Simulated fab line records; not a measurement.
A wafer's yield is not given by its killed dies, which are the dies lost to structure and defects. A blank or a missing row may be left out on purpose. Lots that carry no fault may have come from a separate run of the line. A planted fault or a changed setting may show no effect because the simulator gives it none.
2 desks, one fault :: flow rit_cmos :: each desk holds nothing but its own numbers, with what lay behind them at the end

== THE METROLOGY DESK ==
What the gauges read, lot by lot, whatever tool the lot ran on: means of the sampled wafers that have a number. Marked OUT: a lot whose mean sits more than 4 standard deviations from the usual mean, which makes it out of limits; the brackets give that distance.
Columns: A = ACTIVE_NITRIDE_THK at RIT_ACTIVE_THK_MEAS_04, usual 151.2 nm; B = cd_nm at RIT_ACTIVE_CD_MEAS_11, usual 1399.7 nm; C = PWELL_RS at RIT_WELLDRIVE_RS_MEAS_02, usual 429.4 ohm/sq; D = GATE_POLY_THK at RIT_GATE_THK_MEAS_09, usual 250.8 nm
lot: L148
first seen here: day 1 13:32
A: 152.4
B: 1402.0
C: 428.3
D: 255.6

lot: L149
first seen here: day 1 19:41
A: 154.1
B: 1396.2
C: 428.0
D: 254.3

lot: L151
first seen here: day 2 04:33
A: 151.7
B: 1398.9
C: 429.2
D: 250.2

lot: L152
first seen here: day 2 12:22
A: 152.8
B: 1400.5
C: 431.3
D: 248.1

lot: L153
first seen here: day 2 14:41
A: 150.2
B: 1401.1
C: 429.2
D: 250.3

lot: L154
first seen here: day 2 21:53
A: 152.8
B: 1400.1
C: 431.6
D: 250.2

lot: L155
first seen here: day 3 01:14
A: 150.4
B: 1403.0
C: 429.5
D: 249.1

lot: L156
first seen here: day 3 07:21
A: 150.4
B: 1396.4
C: 430.9
D: 250.9

lot: L158
first seen here: day 3 15:32
A: 150.5
B: 1397.0
C: 430.1
D: 252.8

lot: L160
first seen here: day 4 01:34
A: 150.3
B: 1396.4
C: 428.0
D: 250.0

lot: L161
first seen here: day 4 11:02
A: 150.9
B: 1400.1
C: 429.7
D: 251.7

lot: L164
first seen here: day 4 23:45
A: 150.5
B: 1423.9 (+10) OUT
C: 428.0
D: 251.5

lot: L165
first seen here: day 5 03:49
A: 151.3
B: 1421.6 (+9.1) OUT
C: 428.4
D: 251.9

lot: L166
first seen here: day 5 09:23
A: 149.0
B: 1402.4
C: 430.0
D: 250.8

lot: L167
first seen here: day 5 12:41
A: 151.8
B: 1417.0 (+7.2) OUT
C: 426.9
D: 250.7

lot: L168
first seen here: day 5 17:47
A: 150.0
B: 1411.2 (+4.8) OUT
C: 431.0
D: 250.1
This desk's verdict: out of limits on L164, L165, L167, L168, starting with L164 at day 5 00:41 (cd_nm at RIT_ACTIVE_CD_MEAS_11). Within limits: L148, L149, L151, L152, L153, L154, L155, L156, L158, L160, L161, L166.

== AT THE TOOL OWNER'S DESK: iline_stepper-01 ==
The tool's own readings at RIT_ACTIVE_EXPOSE_08 (exposes mask M1, target cd 1400 nm): means of the sampled wafers that have a number, for each lot that ran on this tool. Marked OUT: a lot whose mean sits more than 4 standard deviations from the usual mean, which makes it out of limits; the brackets give that distance.
Columns: A = exposure_dose_mJ_cm2 at RIT_ACTIVE_EXPOSE_08, usual 225.49
lot: L149
first seen here: day 1 20:20
A: 225.46

lot: L151
first seen here: day 2 05:12
A: 225.34

lot: L152
first seen here: day 2 12:52
A: 225.72

lot: L154
first seen here: day 2 22:38
A: 225.42

lot: L155
first seen here: day 3 01:45
A: 225.25

lot: L156
first seen here: day 3 07:52
A: 225.33

lot: L160
first seen here: day 4 02:06
A: 225.52

lot: L161
first seen here: day 4 11:33
A: 225.40

lot: L164
first seen here: day 5 00:17
A: 204.38 (-96) OUT

lot: L165
first seen here: day 5 04:20
A: 209.12 (-74) OUT

lot: L167
first seen here: day 5 13:22
A: 212.57 (-59) OUT

lot: L168
first seen here: day 5 18:18
A: 215.08 (-47) OUT
This desk's verdict: out of limits on L164, L165, L167, L168, starting with L164 at day 5 00:17 (exposure_dose_mJ_cm2 at RIT_ACTIVE_EXPOSE_08). Within limits: L149, L151, L152, L154, L155, L156, L160, L161.

== BROUGHT TOGETHER ==
The tool owner's desk could have raised an alarm at day 5 00:17, on L164, L165, L167, L168.
The metrology desk could have raised an alarm at day 5 00:41, on L164, L165, L167, L168.
All the named lots went through RIT_ACTIVE_EXPOSE_08 on iline_stepper-01.

== WHAT THE SIMULATOR PUT IN ==
Process parameters drifting: iline_stepper-01 at RIT_ACTIVE_EXPOSE_08, beginning at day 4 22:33. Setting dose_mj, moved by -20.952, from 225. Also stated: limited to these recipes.
Shown lots that were struck: L164, L165, L167, L168.
Time in hours from fault onset to the first out-of-limits reading at each desk: tool owner's desk 2, metrology desk 2.
